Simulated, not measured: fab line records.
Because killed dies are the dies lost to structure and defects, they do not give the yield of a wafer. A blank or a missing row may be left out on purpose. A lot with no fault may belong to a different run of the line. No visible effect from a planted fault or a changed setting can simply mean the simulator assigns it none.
Which tool did it? ; flow rit cmos ; 7 lots with 21 wafers sampled at 2 steps, on a route of 202 steps

## WHAT THE GAUGES READ, wafer by wafer
RIT_NRETRO_TW_MEAS_10.
lot;measured;on;NRETRO_TW
L584;day 2 14:50;film metro-02;1048 1044 1058
L590;day 3 20:24;film metro-03;1057 1060 1055
L593;day 4 10:31;film metro-04;1006 1003 1006
L595;day 4 20:40;film metro-03;1055 1056 1058
L597;day 5 04:51;film metro-02;1057 1051 1051
L601;day 6 01:27;film metro-02;1051 1054 1054
L606;day 7 02:49;film metro-03;1070 1075 1067

## TOOL THAT RAN EACH LOT (tool first, then ch and the chambers of the sampled wafers, then the start)
lot;RIT_NRETRO_IMPLANT_08
L584;implanter-01 ch 0, day 2 14:31
L590;implanter-04 ch 0, day 3 20:05
L593;implanter-01 ch 0, day 4 10:13
L595;implanter-04 ch 0, day 4 20:20
L597;implanter-03 ch 0, day 5 04:32
L601;implanter-04 ch 0, day 6 01:08
L606;implanter-04 ch 0, day 7 02:30
- RIT_NRETRO_IMPLANT_08

## THE ANSWER, worked out from the rows above alone
Rule: usual is defined by the lots themselves. The widest of any qualifying gaps counts: lots, ordered by their means at a reading, are off when they make up no more than a third of the lots, leave a main group of 4 or more, and stand apart from it by 3 or more times the standard deviation of that group's means. If all means in a main group match to the digits the tables above print for the reading, that group is not used. Also off: a lot with no number at a reading for which 4 or more lots have one. Any other lot the step has rows for is counted as sound.
Off: L593, seen at RIT_NRETRO_TW_MEAS_10 (NRETRO_TW). The main group has a mean of 1057 with a standard deviation of 6.7.
A tool fits if, at a process step before that reading, it ran every lot that is off, and no sound lot after the first of them. The gauges at RIT_NRETRO_TW_MEAS_10 are tried like those tools. This does not decide it: 2 tools fit, namely implanter-01 at RIT_NRETRO_IMPLANT_08 and film metro-04 at RIT_NRETRO_TW_MEAS_10.

## WHAT WAS PUT IN BY THE SIMULATOR
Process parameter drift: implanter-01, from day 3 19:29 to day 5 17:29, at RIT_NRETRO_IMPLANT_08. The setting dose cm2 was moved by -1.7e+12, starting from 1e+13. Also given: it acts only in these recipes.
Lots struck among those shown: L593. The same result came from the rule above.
